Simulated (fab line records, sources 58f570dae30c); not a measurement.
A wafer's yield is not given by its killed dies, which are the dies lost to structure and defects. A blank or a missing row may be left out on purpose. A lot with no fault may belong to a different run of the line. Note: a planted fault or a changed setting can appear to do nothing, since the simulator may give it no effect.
The tool behind it: which one?	flow berkeley-cmos170	15 lots, 45 wafers sampled, at 4 steps of a route of 331

WHAT THE GAUGES SHOWED, per wafer
UCB170_M2_OVL_MEAS_16.
lot	measured	on	M2_OVL (nm)
L402	day 9 09:34	overlay-02	10 7 8
L400	day 9 11:02	overlay-02	7 0 5
L399	day 9 11:12	overlay-01	-7 -11 -1
L403	day 9 11:52	overlay-02	4 -2 -3
L406	day 10 19:16	overlay-02	2 -3 3
L407	day 10 20:13	overlay-01	-6 1 -13
L409	day 11 05:55	overlay-02	-2 -2 7
L411	day 11 07:35	overlay-01	- - -
L410	day 11 08:23	overlay-01	- - -
L412	day 11 09:30	overlay-02	- - -
L413	day 12 00:45	overlay-02	-1 -2 1
L417	day 13 06:49	overlay-02	4 3 7
L418	day 13 14:56	overlay-02	-12 -5 -9
L420	day 13 16:44	overlay-01	3 -11 -14
L419	day 13 19:10	overlay-02	-5 -7 -9

UCB170_M2_CD_MEAS_90: target cd 700 nm.
lot	measured	on	cd-nm (nm)
L402	day 9 09:56	cd-sem-01	703 698 699
L400	day 9 11:23	cd-sem-01	699 699 701
L399	day 9 11:35	cd-sem-01	703 703 705
L403	day 9 12:16	cd-sem-02	703 701 701
L406	day 10 19:38	cd-sem-01	700 700 698
L407	day 10 20:36	cd-sem-01	701 703 699
L409	day 11 06:17	cd-sem-01	703 702 703
L411	day 11 07:57	cd-sem-01	- - -
L410	day 11 08:46	cd-sem-01	- - -
L412	day 11 09:55	cd-sem-01	- - -
L413	day 12 01:07	cd-sem-02	697 698 700
L417	day 13 07:13	cd-sem-02	697 702 703
L418	day 13 15:19	cd-sem-02	704 707 703
L420	day 13 17:07	cd-sem-01	699 704 707
L419	day 13 19:33	cd-sem-01	697 702 700

UCB170_V2_BOW_MEAS_03.
lot	measured	on	V2_BOW (um)
L402	day 9 10:34	film-metro-03	50 36 43
L400	day 9 12:02	film-metro-04	38 40 35
L399	day 9 12:21	film-metro-01	41 27 47
L403	day 9 12:58	film-metro-03	37 36 37
L406	day 10 20:16	film-metro-03	26 36 41
L407	day 10 21:14	film-metro-04	39 31 41
L409	day 11 06:56	film-metro-01	35 28 54
L413	day 12 01:45	film-metro-01	41 37 37
L417	day 13 07:55	film-metro-01	34 35 33
L418	day 13 15:56	film-metro-04	43 41 30
L420	day 13 17:44	film-metro-01	34 42 36
L419	day 13 20:11	film-metro-04	31 35 43

WHICH TOOL RAN EACH LOT (tool, then ch and the chambers of the sampled wafers, then the start)
lot	UCB170_M2_EXPOSE_12
L402	krf-scanner-02 ch 0, day 9 09:01
L400	krf-scanner-02 ch 0, day 9 10:21
L399	krf-scanner-01 ch 0, day 9 10:37
L403	krf-scanner-02 ch 0, day 9 11:05
L406	krf-scanner-01 ch 0, day 10 18:45
L407	krf-scanner-02 ch 0, day 10 19:44
L409	krf-scanner-02 ch 0, day 11 05:25
L411	krf-scanner-02, day 11 07:01
L410	krf-scanner-01, day 11 07:46
L412	krf-scanner-01, day 11 09:02
L413	krf-scanner-01 ch 0, day 12 00:10
L417	krf-scanner-02 ch 0, day 13 06:20
L418	krf-scanner-01 ch 0, day 13 14:26
L420	krf-scanner-01 ch 0, day 13 16:02
L419	krf-scanner-02 ch 0, day 13 18:13
- UCB170_M2_EXPOSE_12: exposes mask METAL2, target cd 700 nm.

AS READ BY THE TOOLS THEMSELVES (means over the sampled wafers that have a number; for cases with no such wafer, the mark the record gives instead)
UCB170_M2_EXPOSE_12.
lot	tool	exposure-dose-mJ-cm2	focus-offset-nm (nm)	stage-vel-mm-s (mm/s)
L402	krf-scanner-02	25.96	-0.3	499.77
L400	krf-scanner-02	25.95	-0.4	500.19
L399	krf-scanner-01	26.43	0.3	500.06
L403	krf-scanner-02	25.93	0.6	499.89
L406	krf-scanner-01	26.43	-1.1	499.79
L407	krf-scanner-02	25.97	-0.2	499.92
L409	krf-scanner-02	25.97	0.3	499.72
L411	krf-scanner-02	-	-	-
L410	krf-scanner-01	-	-	-
L412	krf-scanner-01	-	-	-
L413	krf-scanner-01	26.41	-0.2	500.24
L417	krf-scanner-02	25.97	-0.3	499.90
L418	krf-scanner-01	26.42	0.1	499.97
L420	krf-scanner-01	26.42	0.7	499.90
L419	krf-scanner-02	25.96	0.2	500.40

THE ANSWER, worked out from the rows above alone
Rule: the lots themselves supply what counts as usual. The widest of any qualifying gaps counts: lots, ordered by their means at a reading, are off when they make up no more than a third of the lots, leave a main group of 4 or more, and stand apart from it by 3 or more times the standard deviation of that group's means. A main group whose means are all the same, to the digits that the tables above print for the reading, isn't used. Also off: a lot with no number at a reading for which 4 or more lots have one. All remaining lots with rows at the step are treated as sound. After the gauges, taken in route order, come the tools' own readings; for these a lot's mean is taken, as printed above. At the first step where some lot is off, the reading lying furthest off is the one used; lots without a number count as furthest.
Off: L411, L410, L412, at UCB170_M2_OVL_MEAS_16 (M2_OVL). Without a number there: L411, L410, L412. The main group: mean -1 nm, standard deviation 5.3.
A tool fits if, at a process step before that reading, it ran every lot that is off, and no sound lot after the first of them. The gauges at UCB170_M2_OVL_MEAS_16 aren't tried: what is off there is off at UCB170_M2_CD_MEAS_90 too, on other tools, and a gauge's error can't cause that. Not one of the candidates tried fits.

WHAT WAS PUT IN BY THE SIMULATOR
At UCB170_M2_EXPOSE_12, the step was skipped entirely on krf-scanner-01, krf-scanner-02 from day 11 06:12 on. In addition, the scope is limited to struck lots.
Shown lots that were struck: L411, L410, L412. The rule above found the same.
